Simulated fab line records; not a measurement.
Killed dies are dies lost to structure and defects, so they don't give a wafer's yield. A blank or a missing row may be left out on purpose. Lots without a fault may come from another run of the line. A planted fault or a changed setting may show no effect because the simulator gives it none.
Problem report in the 8D (eight disciplines) form, filled by code | flow berkeley cmos170 | the parts of the form that need people (team, actions taken, sign-off) are left out

== 1. THE PROBLEM ==
V1_TEOS_THK at UCB170_V1_THK_MEAS_01 reads a mean of 1509 nm on 6 wafers of 2 lots; wafers without a fault read 2001 nm with a standard deviation of 26. That puts it -19 standard deviations away from the usual mean.
The first sign was on wafer L439.1 at day 10 06:35, on film metro-03. The record has a number at this step for 42 wafers belonging to 14 lots. By rule, "out" or "out of limits" means more than 4 standard deviations away from the usual mean. The other wafers with a number count as sound.

== 2. WHAT THIS IS AND IS NOT ==
question                    | is                           | is not
which readings at this step | V1_TEOS_THK                  | -
which lots                  | L439, L441                   | L425, L426, L429, L430, L431, L432, L433, L436, L438, L445, L446, L447
which wafers of those lots  | all that have a number       | -
read on which gauges        | film metro-02, film metro-03 | film metro-01
when                        | from day 10 06:35            | up to then (27 sound wafers); but 9 sound wafers of L445, L446, L447 came after

== 3. THE SUSPECTS, EACH WITH WHAT RULES IT OUT ==
Counting: any tool at a process step up to the reading is kept as a suspect provided that every lot that is out went through it and no sound lot did after the first of them.
- the gauge at UCB170_V1_THK_MEAS_01: ruled out. Those wafers that are out were read across 2 gauges (film metro-02, film metro-03).
- pecvd-04 at UCB170_V1_CVD_00 (deposits SiO2 from TEOS/O2, target thk 2000 nm, time 250 s): kept. It ran every lot that is out, first L439 (day 10 06:26), and no sound lot after that; its last sound lot up to then is L436 (day 10 01:10).
Left after counting: pecvd-04 at UCB170_V1_CVD_00.

== 4. THE CAUSE (what the simulator had put in) ==
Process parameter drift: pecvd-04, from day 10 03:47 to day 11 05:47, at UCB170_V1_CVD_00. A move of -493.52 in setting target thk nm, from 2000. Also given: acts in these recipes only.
The count eliminated every tool but this one.

== 5. THE CHAIN OF EFFECTS, in route order ==
Each row: a reading where the mean over the struck wafers with a number is more than 3 standard deviations away from the usual. Only readings for which the record gives a usual standard deviation are gone through. hours: the time from each lot's start at the first step in this table that gives one to its start at this step, as a median over the lots. sigmas: the change in usual standard deviations.
hours | step                  | reading     | usual   | on struck wafers | change | sigmas
0     | UCB170_V1_THK_MEAS_01 | V1_TEOS_THK | 2001 nm | 1509             | -492   | -19

== 6. WHAT WOULD HAVE CAUGHT IT SOONER ==
3 hours passed between the start of the fault at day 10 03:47 and the first reading out of limits at a measuring or inspecting step in this record, taken at day 10 06:35.
Of the tool readings at UCB170_V1_CVD_00 for which the record gives a usual standard deviation, none was out on any struck wafer, so an alarm limit of 4 standard deviations on them would not have fired.
Among the 2 lots that are out, L441 began UCB170_V1_CVD_00 on pecvd-04 after day 10 06:35. Had the tool been put on hold then, it would have been spared.
